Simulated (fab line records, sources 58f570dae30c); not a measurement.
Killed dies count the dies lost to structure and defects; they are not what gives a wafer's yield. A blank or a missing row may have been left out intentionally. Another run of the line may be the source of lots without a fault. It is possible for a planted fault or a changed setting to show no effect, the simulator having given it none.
Which tool did it? | flow berkeley-cmos170 | 7 lots with 21 wafers sampled at 4 steps, on a route of 331 steps

WHAT THE GAUGES READ, wafer by wafer
UCB170_CONTACT_THK_MEAS_02.
lot  | measured     | on            | CONTACT_PSG_THK (nm)
L703 | day 7 04:34  | film-metro-04 | 703 705 708
L705 | day 7 14:50  | film-metro-04 | 699 698 700
L708 | day 8 03:44  | film-metro-02 | 697 694 699
L717 | day 9 17:05  | film-metro-02 | 701 703 699
L720 | day 10 14:46 | film-metro-01 | 698 690 698
L722 | day 11 00:33 | film-metro-01 | 687 694 696
L725 | day 11 00:33 | film-metro-02 | 706 702 706

WHICH TOOL RAN EACH LOT (tool, then ch and the chambers of the sampled wafers, then the start)
lot  | UCB170_NWELL_ETCH_13              | UCB170_NWELL_STRIP_15               | UCB170_PSD_STRIP_09
L703 | rie-diel-04 ch 0,1,2, day 2 14:51 | plasma-asher-02 ch 0,1, day 2 15:07 | plasma-asher-03 ch 0,1, day 6 22:30
L705 | rie-diel-03 ch 0,1,3, day 2 21:23 | plasma-asher-03 ch 0,1, day 2 21:41 | plasma-asher-01 ch 0,1, day 7 06:33
L708 | rie-diel-04 ch 0,1,2, day 3 12:23 | plasma-asher-02 ch 0,1, day 3 12:38 | plasma-asher-03 ch 0,1, day 7 20:31
L717 | rie-diel-04 ch 1,2,3, day 5 12:49 | plasma-asher-04 ch 0,1, day 5 13:05 | plasma-asher-03 ch 0,1, day 9 10:46
L720 | rie-diel-03 ch 0,3, day 6 09:12   | plasma-asher-04 ch 0,1, day 6 09:29 | plasma-asher-03 ch 0,1, day 10 06:25
L722 | rie-diel-01 ch 1,2,3, day 6 14:38 | plasma-asher-02 ch 0,1, day 6 14:53 | plasma-asher-01 ch 0,1, day 10 16:12
L725 | rie-diel-01 ch 1,2, day 7 01:05   | plasma-asher-03 ch 0,1, day 7 01:20 | plasma-asher-02 ch 0,1, day 10 16:45
- UCB170_NWELL_ETCH_13: etches Si3N4 in CH3F/Ar/O2, stops on SiO2, target depth 246.4 nm, time 154 s.
- UCB170_NWELL_STRIP_15: strips in O2.
- UCB170_PSD_STRIP_09: strips in O2.

THE ANSWER, worked out from the rows above alone
Rule: what is usual is taken from the lots themselves. Put in order of their means at a reading, lots are off if they are a third of the lots or fewer, leave a main group of 4 or more, and stand apart from it by a gap of 3 or more times the standard deviation of the main group's means; of several such gaps the widest counts. The tables above print the reading to a certain number of digits; a main group whose means all agree to those digits is not used. A lot without any number at a reading at which 4 lots or more have one is off too. Where the step has rows for the other lots, those lots are counted as sound.
Across all readings shown, no lot is off: no conclusion can be drawn from this.

WHAT WAS PUT IN BY THE SIMULATOR
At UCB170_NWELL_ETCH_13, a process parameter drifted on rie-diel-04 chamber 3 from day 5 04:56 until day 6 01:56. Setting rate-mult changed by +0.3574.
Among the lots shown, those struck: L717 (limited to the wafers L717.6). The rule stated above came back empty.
